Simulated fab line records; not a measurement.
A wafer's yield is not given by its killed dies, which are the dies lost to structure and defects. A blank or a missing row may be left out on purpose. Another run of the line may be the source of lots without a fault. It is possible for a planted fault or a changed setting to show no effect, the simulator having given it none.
The tool behind it: which one? -- flow berkeleyCmos170 -- 42 wafers from 14 lots sampled at 4 of the route's 331 steps

## WHAT EACH GAUGE READ, for each wafer
UCB170_START_THK_MEAS_03. Usual: START_OXIDE_THK gives 20.1 nm (standard deviation 0.3).
lot,measured,on,START_OXIDE_THK (nm),flag
L193,day 1 16:24,filmMetro-01,19.7 19.9 19.9,
L194,day 1 21:44,filmMetro-02,19.8 19.9 19.9,
L195,day 1 21:44,filmMetro-03,20.6 20.5 20.6,
L196,day 2 06:20,filmMetro-01,19.6 20.1 20.0,
L198,day 2 16:47,filmMetro-01,20.4 20.1 20.7,
L199,day 2 21:26,filmMetro-02,19.8 20.1 20.4,
L202,day 3 11:23,filmMetro-02,19.9 19.7 20.5,
L203,day 3 15:32,filmMetro-02,20.3 20.3 20.3,
L204,day 4 00:32,filmMetro-03,20.1 20.1 20.3,
L211,day 5 08:43,filmMetro-02,20.2 20.1 20.1,
L212,day 5 11:56,filmMetro-02,20.5 20.4 20.2,
L214,day 6 00:27,filmMetro-02,20.3 19.7 19.8,
L215,day 6 03:10,filmMetro-01,20.4 20.5 20.7,
L216,day 6 07:18,filmMetro-03,20.2 20.3 20.2,

UCB170_NLDD_OVL_MEAS_07. Usual: NLDD_OVL gives -2 nm (standard deviation 7.5).
lot,measured,on,NLDD_OVL (nm),flag
L193,day 6 10:15,overlay-01,2 -6 3,
L194,day 6 11:08,overlay-02,-11 -6 -6,
L195,day 6 10:54,overlay-02,-8 -17 -10,
L196,day 6 10:22,overlay-02,7 4 7,
L198,day 6 18:52,overlay-02,6 0 -9,
L199,day 7 09:19,overlay-02,-14 -14 -20,
L202,day 8 00:58,overlay-02,-7 -7 -7,
L203,day 8 02:10,overlay-01,-5 0 -3,
L204,day 8 01:49,overlay-01,3 10 4,
L214,day 11 01:01,overlay-02,-1 1 -9,
L215,day 10 16:05,overlay-02,9 3 5,
L216,day 11 01:10,overlay-01,5 1 -3,

UCB170_NLDD_TW_MEAS_11. Usual: NLDD_TW gives 2187 (standard deviation 25).
lot,measured,on,NLDD_TW,flag
L193,day 6 10:41,filmMetro-02,2213 2209 2221,
L194,day 6 11:35,filmMetro-03,2154 2162 2161,
L195,day 6 11:20,filmMetro-02,2196 2206 2211,
L196,day 6 10:49,filmMetro-03,2157 2160 2161,
L198,day 6 19:18,filmMetro-03,2162 2153 2153,
L199,day 7 09:45,filmMetro-01,2214 2212 2209,
L202,day 8 01:25,filmMetro-02,2210 2197 2207,
L203,day 8 02:36,filmMetro-03,2165 2168 2152,
L204,day 8 02:14,filmMetro-03,2164 2158 2157,
L214,day 11 01:27,filmMetro-01,2207 2221 2216,
L215,day 10 16:31,filmMetro-02,2218 2212 2215,
L216,day 11 01:36,filmMetro-03,2164 2154 2156,

## TOOL THAT RAN EACH LOT (tool first, then ch and the chambers of the sampled wafers, then the start)
lot,UCB170_NWELL_WET_ETCH_00
L193,"wetBench-04 ch 3, day 2 00:11"
L194,"wetBench-03 ch 1, day 2 04:04"
L195,"wetBench-04 ch 1, day 2 04:20"
L196,"wetBench-02 ch 2, day 2 11:49"
L198,"wetBench-04 ch 0, day 2 22:31"
L199,"wetBench-02 ch 1, day 3 02:29"
L202,"wetBench-04 ch 3, day 3 15:16"
L203,"wetBench-03 ch 2, day 3 21:28"
L204,"wetBench-04 ch 1, day 4 05:45"
L211,"wetBench-02 ch 2, day 5 16:21"
L212,"wetBench-02 ch 3, day 5 16:21"
L214,"wetBench-04 ch 0, day 6 07:01"
L215,"wetBench-04 ch 2, day 6 07:01"
L216,"wetBench-04 ch 2, day 6 12:13"
- UCB170_NWELL_WET_ETCH_00: etches SiO2 in dHF, time 200 s.

## AS READ BY THE TOOLS THEMSELVES (means over the sampled wafers that have a number; for cases with no such wafer, the mark the record gives instead)
UCB170_NWELL_WET_ETCH_00. Usual: bathHeatDutyPct 6.1 %, standard deviation 0.87; runLengthS 229 s, standard deviation 3.9.
lot,tool,bathHeatDutyPct (%),runLengthS (s),flag
L193,wetBench-04,6.6,226,
L194,wetBench-03,6.2,227,
L195,wetBench-04,6.7,225,
L196,wetBench-02,6.8,225,
L198,wetBench-04,5.6,225,
L199,wetBench-02,5.9,226,
L202,wetBench-04,6.6,226,
L203,wetBench-03,6.2,234,
L204,wetBench-04,6.5,232,
L211,wetBench-02,-,-,OFF
L212,wetBench-02,-,-,OFF
L214,wetBench-04,4.1,227,
L215,wetBench-04,6.0,227,
L216,wetBench-04,5.8,234,

## THE ANSWER, worked out from the rows above alone
Rule: a lot is off if the mean of its wafers that have a number lies more than 3 standard deviations from the usual mean. Also off: a lot with no number at a reading for which 4 or more lots have one. The other lots that the step has rows for count as sound. Order of review: gauges by route order, followed by the tools' own readings, for which a lot's mean as printed above is used. The first step at which some lot is off is used, and at that step the reading that is off furthest; a lot without a number counts as furthest.
Off, at UCB170_NWELL_WET_ETCH_00 on bathHeatDutyPct: L211, L212. Without a number there: L211, L212.
If a tool, at that step or one of the process steps before it, ran each lot that is off and ran no sound lot following the first of them, it fits. One candidate fits, namely wetBench-02 at UCB170_NWELL_WET_ETCH_00. Its last sound lot is L199 (day 3 02:29), its first lot that is off L211 (day 5 16:21): a fault that began between those two fits.
Blank at UCB170_NWELL_WET_ETCH_00 on the lots that are off, where sound lots have numbers: bathHeatDutyPct, runLengthS.

## WHAT HAD BEEN PUT IN BY THE SIMULATOR
Whole step skipped at UCB170_NWELL_WET_ETCH_00 on wetBench-02, starting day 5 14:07. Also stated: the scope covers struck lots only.
Shown lots that were struck: L211, L212. The rule above reached the same finding.
